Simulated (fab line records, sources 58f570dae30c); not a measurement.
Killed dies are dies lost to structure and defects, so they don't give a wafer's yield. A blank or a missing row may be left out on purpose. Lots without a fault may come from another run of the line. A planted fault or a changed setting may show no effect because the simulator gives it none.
Tool commonality check | flow berkeley_cmos170 | 14 lots, 42 wafers sampled

WHY IT WAS OPENED
At UCB170_M2_RS_MEAS_02 the reading M2_AL_RS is flagged on 2 of 14 lots. Wafers without a fault read 0.0323 ohm/sq, standard deviation 0.00033.
Rule: a lot is flagged when every wafer of it that has a number lies more than 4 standard deviations from that mean, or none has a number. The other lots count as sound.

lot  | measured     | on            | M2_AL_RS (ohm/sq), wafer by wafer | flag
L176 | day 7 13:44  | film_metro-04 | 0.0328 0.0330 0.0329              |
L178 | day 8 05:04  | film_metro-01 | 0.0319 0.0319 0.0320              |
L177 | day 8 05:32  | film_metro-04 | 0.0322 0.0325 0.0321              |
L181 | day 8 21:34  | film_metro-01 | 0.0321 0.0321 0.0320              |
L180 | day 8 22:10  | film_metro-04 | 0.0328 0.0324 0.0326              |
L182 | day 9 02:39  | film_metro-03 | 0.0323 0.0324 0.0322              |
L183 | day 9 07:31  | film_metro-03 | 0.0328 0.0324 0.0325              |
L184 | day 9 15:56  | film_metro-03 | 0.0321 0.0322 0.0321              |
L188 | day 10 02:42 | film_metro-03 | 0.0320 0.0322 0.0319              |
L187 | day 10 03:20 | film_metro-03 | 0.0324 0.0323 0.0321              |
L190 | day 10 20:17 | film_metro-01 | 0.0325 0.0327 0.0325              |
L193 | day 10 20:31 | film_metro-03 | 0.0321 0.0323 0.0320              |
L196 | day 11 21:52 | film_metro-04 | 0.0964 0.0932 0.0970              | FLAGGED
L199 | day 12 04:26 | film_metro-04 | 0.0983 0.1007 0.1007              | FLAGGED
The numbers of the flagged lots are 0.0977 ohm/sq on average: +0.0654 ohm/sq against the usual, or +99 or more standard deviations.

WHICH TOOL RAN EACH LOT
The record holds 1 process step before the reading, out of a route of 331 steps. In each cell: the tool, then ch and the chambers that the sampled wafers went through, then the start.
lot  | flag    | UCB170_M2_SPUTTER_01
L176 |         | pvd_sputter-02, day 7 13:38
L178 |         | pvd_sputter-03, day 8 04:59
L177 |         | pvd_sputter-02, day 8 05:26
L181 |         | pvd_sputter-01, day 8 21:28
L180 |         | pvd_sputter-03, day 8 22:01
L182 |         | pvd_sputter-01, day 9 02:33
L183 |         | pvd_sputter-01, day 9 07:26
L184 |         | pvd_sputter-01, day 9 15:49
L188 |         | pvd_sputter-01, day 10 02:33
L187 |         | pvd_sputter-01, day 10 03:07
L190 |         | pvd_sputter-01, day 10 20:09
L193 |         | pvd_sputter-02, day 10 20:25
L196 | FLAGGED | pvd_sputter-01, day 11 21:45
L199 | FLAGGED | pvd_sputter-01, day 12 04:21
What these steps do:
- UCB170_M2_SPUTTER_01: material Al, target thk 900 nm, time 120 s.
- UCB170_M2_RS_MEAS_02: measures by four-point-probe.

FLAGGED OVER TOTAL, TOOL BY TOOL (the gauges that took the reading come last)
step                 | tool           | lots run | flagged | share of the flagged lots | sound lots run after its first flagged lot
UCB170_M2_SPUTTER_01 | pvd_sputter-01 | 9        | 2       | all                       | 0
UCB170_M2_SPUTTER_01 | pvd_sputter-02 | 3        | 0       | none                      | -
UCB170_M2_SPUTTER_01 | pvd_sputter-03 | 2        | 0       | none                      | -
UCB170_M2_RS_MEAS_02 | film_metro-01  | 3        | 0       | none                      | -
UCB170_M2_RS_MEAS_02 | film_metro-03  | 6        | 0       | none                      | -
UCB170_M2_RS_MEAS_02 | film_metro-04  | 5        | 2       | all                       | 0

WHAT THE TABLE ALLOWS
2 rows of the table ran every flagged lot: pvd_sputter-01 at UCB170_M2_SPUTTER_01, film_metro-04 at UCB170_M2_RS_MEAS_02.
- pvd_sputter-01 at UCB170_M2_SPUTTER_01: 2 of its 9 lots flagged. Its last sound lot is L190 (day 10 20:09), its first flagged lot L196 (day 11 21:45): a fault that began between those two fits.
- film_metro-04 at UCB170_M2_RS_MEAS_02: 2 of its 5 lots flagged. Its last sound lot is L180 (day 8 22:10), its first flagged lot L196 (day 11 21:52): a fault that began between those two fits.
Counting lots can't tell these 2 tools apart, because each fits a fault that began at some hour. More lots, or a look at what each step does to the wafer, might.

WHAT THE SIMULATOR HAD PUT IN
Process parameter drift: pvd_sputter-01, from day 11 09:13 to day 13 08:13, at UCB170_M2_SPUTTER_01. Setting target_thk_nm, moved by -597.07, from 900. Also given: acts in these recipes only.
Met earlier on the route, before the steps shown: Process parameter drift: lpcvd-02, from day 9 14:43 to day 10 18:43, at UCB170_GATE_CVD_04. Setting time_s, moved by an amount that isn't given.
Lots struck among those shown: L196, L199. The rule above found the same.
